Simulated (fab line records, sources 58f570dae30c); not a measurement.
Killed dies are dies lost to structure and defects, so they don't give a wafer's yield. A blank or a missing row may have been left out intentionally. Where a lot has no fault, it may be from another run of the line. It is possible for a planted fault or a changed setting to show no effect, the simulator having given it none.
Split-lot study + flow berkeley-cmos170 + route with 331 steps; 5 lots, 23 wafers read

== THE SPLIT ==
At UCB170_NWELL_IMPLANT_14, the setting energy-kev was moved away from the recipe's 150 on 11 of the 23 wafers read, by -3.8% to +5.0%. This setting was run at the recipe's value on the other wafers.

The reading comes from the split's own step.

== THE READING ==
The simulator's own value implant.drp-nm, read by no gauge, in nm at UCB170_NWELL_IMPLANT_14. There is no usual value for it anywhere in the file.

| wafer  | tool, chamber at the split | energy-kev as run | against the recipe | implant.drp-nm, nm | against lot-mates on the recipe |
|--------|----------------------------|-------------------|--------------------|--------------------|---------------------------------|
| L074.2 | implanter-03, 0            | 150               | recipe             | 62.72              | -                               |
| L074.3 | implanter-03, 0            | 150               | recipe             | 62.72              | -                               |
| L074.4 | implanter-03, 0            | 157.5             | +5.0%              | 65.06              | +2.34                           |
| L074.5 | implanter-03, 0            | 157.5             | +5.0%              | 65.06              | +2.34                           |
| L074.6 | implanter-03, 0            | 157.5             | +5.0%              | 65.06              | +2.34                           |
| L076.1 | implanter-02, 0            | 150               | recipe             | 62.72              | -                               |
| L076.4 | implanter-02, 0            | 150               | recipe             | 62.72              | -                               |
| L076.6 | implanter-02, 0            | 150               | recipe             | 62.72              | -                               |
| L076.2 | implanter-02, 0            | 145.6             | -2.9%              | 61.29              | -1.43                           |
| L076.3 | implanter-02, 0            | 145.6             | -2.9%              | 61.29              | -1.43                           |
| L078.3 | implanter-03, 0            | 150               | recipe             | 62.72              | -                               |
| L078.4 | implanter-03, 0            | 150               | recipe             | 62.72              | -                               |
| L078.6 | implanter-03, 0            | 150               | recipe             | 62.72              | -                               |
| L080.1 | implanter-02, 0            | 144.7             | -3.5%              | 60.99              | -1.73                           |
| L080.4 | implanter-02, 0            | 144.7             | -3.5%              | 60.99              | -1.73                           |
| L080.5 | implanter-02, 0            | 144.7             | -3.5%              | 60.99              | -1.73                           |
| L080.2 | implanter-02, 0            | 150               | recipe             | 62.72              | -                               |
| L080.6 | implanter-02, 0            | 150               | recipe             | 62.72              | -                               |
| L084.1 | implanter-01, 0            | 144.3             | -3.8%              | 60.85              | -1.87                           |
| L084.2 | implanter-01, 0            | 144.3             | -3.8%              | 60.85              | -1.87                           |
| L084.3 | implanter-01, 0            | 144.3             | -3.8%              | 60.85              | -1.87                           |
| L084.5 | implanter-01, 0            | 150               | recipe             | 62.72              | -                               |
| L084.6 | implanter-01, 0            | 150               | recipe             | 62.72              | -                               |

FIT RESULTS
A straight line over all 23 wafers: implant.drp-nm changes by +0.479 nm for each +1% of energy-kev; r = +1.00; the points scatter about the line by 0.024 nm.
The same after taking each lot's own level away (the mean of its wafers on the recipe; 23 wafers): +0.479 nm for each +1%; r = +1.00; scatter 0.024 nm.
That fit puts the effect of the largest move of energy-kev on the reading at 2.4 nm.
The lots' own levels span 62.720 to 62.720 nm.
The two slopes agree, so the slope changes little with the lot-to-lot level.
Check: +2.39 nm against its lot-mates is what the line predicts for one of the wafers moved furthest among these (+5.0%) when that wafer is left out of the fit. Against them it came out at +2.34 nm.

== OTHER SPLITS APPLIED TO THESE WAFERS ==
Before the reading, these wafers also passed through other splits. Each is held against what the fit with the lots' levels taken away leaves over:
| other split on the same wafers      | wafers away from the commonest value | r with implant.drp-nm (lot level and that fit taken away) |
|-------------------------------------|--------------------------------------|-----------------------------------------------------------|
| UCB170_START_OXIDATION_02 ox-time-s | 18                                   | -0.37                                                     |
| UCB170_NWELL_CVD_04 time-s          | 10                                   | -0.32                                                     |

== THE WHOLE CHAIN: every reading that the file lists as answering this split, in the file's order ==
| step                    | what it does | reading                                                         | change (the file's fit)               | r (the file's) |
|-------------------------|--------------|-----------------------------------------------------------------|---------------------------------------|----------------|
| UCB170_NWELL_IMPLANT_14 |              | implant.rp-nm (the simulator's own value, which no gauge read)  | +1.95 nm for each +1% of the setting  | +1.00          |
| UCB170_NWELL_IMPLANT_14 |              | implant.drp-nm (the simulator's own value, which no gauge read) | +0.481 nm for each +1% of the setting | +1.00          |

== THE FILE'S OWN FIT ==
implant.drp-nm changes by +0.481 nm for each +1% of energy-kev, r = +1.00.
